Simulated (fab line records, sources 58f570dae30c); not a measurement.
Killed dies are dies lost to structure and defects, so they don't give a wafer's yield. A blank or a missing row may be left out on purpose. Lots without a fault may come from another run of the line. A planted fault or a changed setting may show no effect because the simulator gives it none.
Which tool did it? | flow berkeley_cmos170 | 15 lots, 45 wafers sampled, at 1 step of a route of 331

WHAT THE GAUGES READ, wafer by wafer
UCB170_PFIELD_OVL_MEAS_06. Usual: PFIELD_OVL 3 nm, standard deviation 4.4.
lot  | measured    | on         | PFIELD_OVL (nm) | flag
L669 | day 4 09:10 | overlay-02 | 8 8 1           |
L671 | day 4 18:32 | overlay-01 | 1 -2 3          |
L673 | day 5 00:12 | overlay-02 | -8 -8 -5        |
L678 | day 6 09:40 | overlay-01 | 2 10 11         |
L679 | day 6 22:47 | overlay-02 | 3 1 3           |
L680 | day 6 22:50 | overlay-01 | 0 7 3           |
L681 | day 6 23:22 | overlay-02 | -1 2 7          |
L682 | day 7 06:15 | overlay-02 | 2 5 4           |
L683 | day 7 06:44 | overlay-01 | 3 9 -1          |
L685 | day 7 21:07 | overlay-01 | 1 1 2           |
L686 | day 8 04:28 | overlay-02 | 3 8 6           |
L687 | day 8 09:46 | overlay-02 | 5 1 1           |
L690 | day 9 07:22 | overlay-02 | 10 6 10         |
L689 | day 9 07:26 | overlay-02 | -6 -1 2         |
L691 | day 9 07:50 | overlay-01 | 0 1 2           |

WHICH TOOL RAN EACH LOT (tool, then ch and the chambers of the sampled wafers, then the start)
The record holds no process step before these readings.

WHAT THE TOOLS THEMSELVES READ (means of the sampled wafers that have a number; where no wafer has one, the mark that the record gives instead)
The record holds no such reading with a usual standard deviation.

THE ANSWER, worked out from the rows above alone
Rule: a lot is off if the mean of its wafers that have a number lies more than 3 standard deviations from the usual mean. A lot without any number at a reading at which 4 lots or more have one is off too. The other lots that the step has rows for count as sound. The gauges are gone through in route order, then the tools' own readings, and for those a lot's mean is taken as printed above. The first step at which some lot is off is used, and at that step the reading that is off furthest; a lot without a number counts as furthest.
No lot is off at any reading shown: from this, nothing can be told.

WHAT THE SIMULATOR HAD PUT IN
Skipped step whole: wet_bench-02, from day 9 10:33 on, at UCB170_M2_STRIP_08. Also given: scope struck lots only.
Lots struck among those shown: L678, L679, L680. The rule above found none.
